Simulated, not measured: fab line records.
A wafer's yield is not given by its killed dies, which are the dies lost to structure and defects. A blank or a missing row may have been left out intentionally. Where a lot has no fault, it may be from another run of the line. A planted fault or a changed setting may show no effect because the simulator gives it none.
Which tool is to blame?	flow berkeley_cmos170	Sampling: 14 lots, 42 wafers, 4 of 331 route steps

WHAT THE GAUGES SHOWED, per wafer
UCB170_PWELL_THK_MEAS_06.
lot	measured	on	PWELL_NITRIDE_THK (nm)
L485	day 3 06:40	film_metro-02	220.3 219.2 222.4
L486	day 3 15:42	film_metro-03	221.1 221.0 218.5
L488	day 3 15:41	film_metro-02	217.4 217.5 217.1
L487	day 3 15:41	film_metro-04	221.4 220.9 222.2
L490	day 4 04:34	film_metro-02	219.6 218.3 219.9
L489	day 4 04:35	film_metro-03	222.1 219.9 222.0
L492	day 4 14:09	film_metro-04	217.0 217.5 218.1
L491	day 4 14:07	film_metro-02	222.5 223.1 220.9
L493	day 4 22:11	film_metro-03	219.1 219.2 219.1
L494	day 5 08:22	film_metro-02	218.8 216.4 217.6
L495	day 5 08:14	film_metro-02	217.5 217.6 218.9
L496	day 5 08:19	film_metro-02	221.1 221.6 220.5
L500	day 6 10:35	film_metro-04	232.4 233.3 233.8 232.2 233.1 233.7
L503	day 6 20:02	film_metro-04	231.8 229.6 230.2 232.1 229.3 230.3

UCB170_ACTIVE_OVL_MEAS_14.
lot	measured	on	ACTIVE_OVL (nm)
L485	day 4 19:07	overlay-01	-3 0 -10
L486	day 5 03:57	overlay-01	-10 -2 -2
L488	day 5 03:50	overlay-02	9 1 -7
L487	day 5 03:42	overlay-01	3 4 6
L490	day 5 11:28	overlay-02	0 0 1
L489	day 5 11:14	overlay-02	-6 -6 -10
L492	day 6 05:40	overlay-02	1 -3 -5
L491	day 6 05:32	overlay-01	-2 2 0
L493	day 6 10:16	overlay-01	0 -1 -2
L494	day 6 20:02	overlay-02	-6 -6 3
L495	day 6 20:24	overlay-01	-11 -10 -8
L496	day 6 20:19	overlay-02	3 5 2
L500	day 7 16:35	overlay-02	5 3 0
L503	day 8 03:50	overlay-02	-4 1 2

TOOL THAT RAN EACH LOT (tool first, then ch and the chambers of the sampled wafers, then the start)
lot	UCB170_NWELL_STRIP_15	UCB170_PWELL_CVD_05
L485	plasma_asher-03 ch 0,1, day 2 15:36	lpcvd-02 ch 0, day 3 04:45
L486	plasma_asher-02 ch 0,1, day 2 22:49	lpcvd-02 ch 0, day 3 13:46
L488	plasma_asher-04 ch 0,1, day 3 02:40	lpcvd-02 ch 1, day 3 13:46
L487	plasma_asher-02 ch 0,1, day 3 02:55	lpcvd-02 ch 0, day 3 13:46
L490	plasma_asher-02 ch 0,1, day 3 11:32	lpcvd-01 ch 1, day 4 02:38
L489	plasma_asher-02 ch 0,1, day 3 12:08	lpcvd-01 ch 1, day 4 02:38
L492	plasma_asher-03 ch 0,1, day 3 21:44	lpcvd-02 ch 0, day 4 12:12
L491	plasma_asher-04 ch 0,1, day 3 21:58	lpcvd-02 ch 1, day 4 12:12
L493	plasma_asher-02 ch 0,1, day 4 04:31	lpcvd-02 ch 1, day 4 20:16
L494	plasma_asher-02 ch 1, day 4 12:49	lpcvd-01 ch 1, day 5 06:17
L495	plasma_asher-04 ch 0,1, day 4 13:01	lpcvd-01 ch 0, day 5 06:17
L496	plasma_asher-03 ch 0,1, day 4 13:05	lpcvd-01 ch 1, day 5 06:17
L500	plasma_asher-04 ch 0,1, day 5 17:28	lpcvd-01 ch 1, day 6 08:39
L503	plasma_asher-03 ch 0,1, day 6 01:55	lpcvd-01 ch 1, day 6 18:07
- UCB170_NWELL_STRIP_15: strips in O2.
- UCB170_PWELL_CVD_05: deposits Si3N4 from SiH2Cl2/NH3, target thk 220 nm, time 3300 s.

WHAT THE TOOLS THEMSELVES READ (means of the sampled wafers that have a number; where no wafer has one, the mark that the record gives instead)
UCB170_NWELL_STRIP_15.
lot	tool	drypump_motor_current_A (A)	oes_product_au (a.u.)	strip_time_to_endpoint_s (s)
L485	plasma_asher-03	6.0	0.724	17.98
L486	plasma_asher-02	5.5	0.718	17.90
L488	plasma_asher-04	6.5	0.722	17.96
L487	plasma_asher-02	5.1	0.717	17.98
L490	plasma_asher-02	5.5	0.716	18.06
L489	plasma_asher-02	5.5	0.717	17.96
L492	plasma_asher-03	6.0	0.716	17.97
L491	plasma_asher-04	6.4	0.723	17.98
L493	plasma_asher-02	5.5	0.720	17.94
L494	plasma_asher-02	4.6	0.721	18.00
L495	plasma_asher-04	6.4	0.719	18.03
L496	plasma_asher-03	6.0	0.723	17.95
L500	plasma_asher-04	6.4	0.721	18.01
L503	plasma_asher-03	6.0	0.721	18.08

UCB170_PWELL_CVD_05.
lot	tool	sih2cl2_flow_sccm (sccm)	zone_power_source_pct (%)
L485	lpcvd-02	24.95	18.7
L486	lpcvd-02	25.05	18.9
L488	lpcvd-02	24.97	22.1
L487	lpcvd-02	24.95	18.6
L490	lpcvd-01	25.11	18.2
L489	lpcvd-01	24.97	18.1
L492	lpcvd-02	24.99	18.8
L491	lpcvd-02	24.94	22.1
L493	lpcvd-02	24.95	22.3
L494	lpcvd-01	24.97	18.1
L495	lpcvd-01	24.91	18.7
L496	lpcvd-01	25.07	18.1
L500	lpcvd-01	30.01	18.1
L503	lpcvd-01	29.95	18.2

THE ANSWER, worked out from the rows above alone
Rule: the lots themselves supply what counts as usual. Put in order of their means at a reading, lots are off if they are a third of the lots or fewer, leave a main group of 4 or more, and stand apart from it by a gap of 3 or more times the standard deviation of the main group's means; of several such gaps the widest counts. If all means in a main group match to the digits the tables above print for the reading, that group is not used. Also off: a lot with no number at a reading for which 4 or more lots have one. Where the step has rows for the other lots, those lots are counted as sound. First the gauges in route order, then the tools' own readings, where a lot's mean is used as printed above. The first step at which some lot is off is used, and at that step the reading that is off furthest; a lot without a number counts as furthest.
Off: at UCB170_PWELL_THK_MEAS_06 (PWELL_NITRIDE_THK), L500, L503. For the main group the mean is 219.6 nm and the standard deviation 1.7.
A tool fits if, at a process step before that reading, it ran every lot that is off, and no sound lot after the first of them. Not tried: the gauges at UCB170_PWELL_THK_MEAS_06; whatever is off there is also off at UCB170_PWELL_CVD_05, on other tools, and gauge error can't account for it. One fits: UCB170_PWELL_CVD_05 on lpcvd-01. Its last sound lot is L494 (day 5 06:17), its first lot that is off L500 (day 6 08:39): a fault that began between those two fits.
On the lots that are off, the tool's own readings at UCB170_PWELL_CVD_05 differ by more than 5 times the standard deviation of the sound lots' means, which bears it out; sih2cl2_flow_sccm reads 29.98 sccm there versus 24.99 sccm on the sound lots.

WHAT THE SIMULATOR PUT IN
lpcvd-01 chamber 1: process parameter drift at UCB170_PWELL_CVD_05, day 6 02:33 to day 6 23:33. From 25, the setting sih2cl2_flow_sccm moved by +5. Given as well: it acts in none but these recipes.
Lots struck among those shown: L500, L503. The same result came from the rule above.
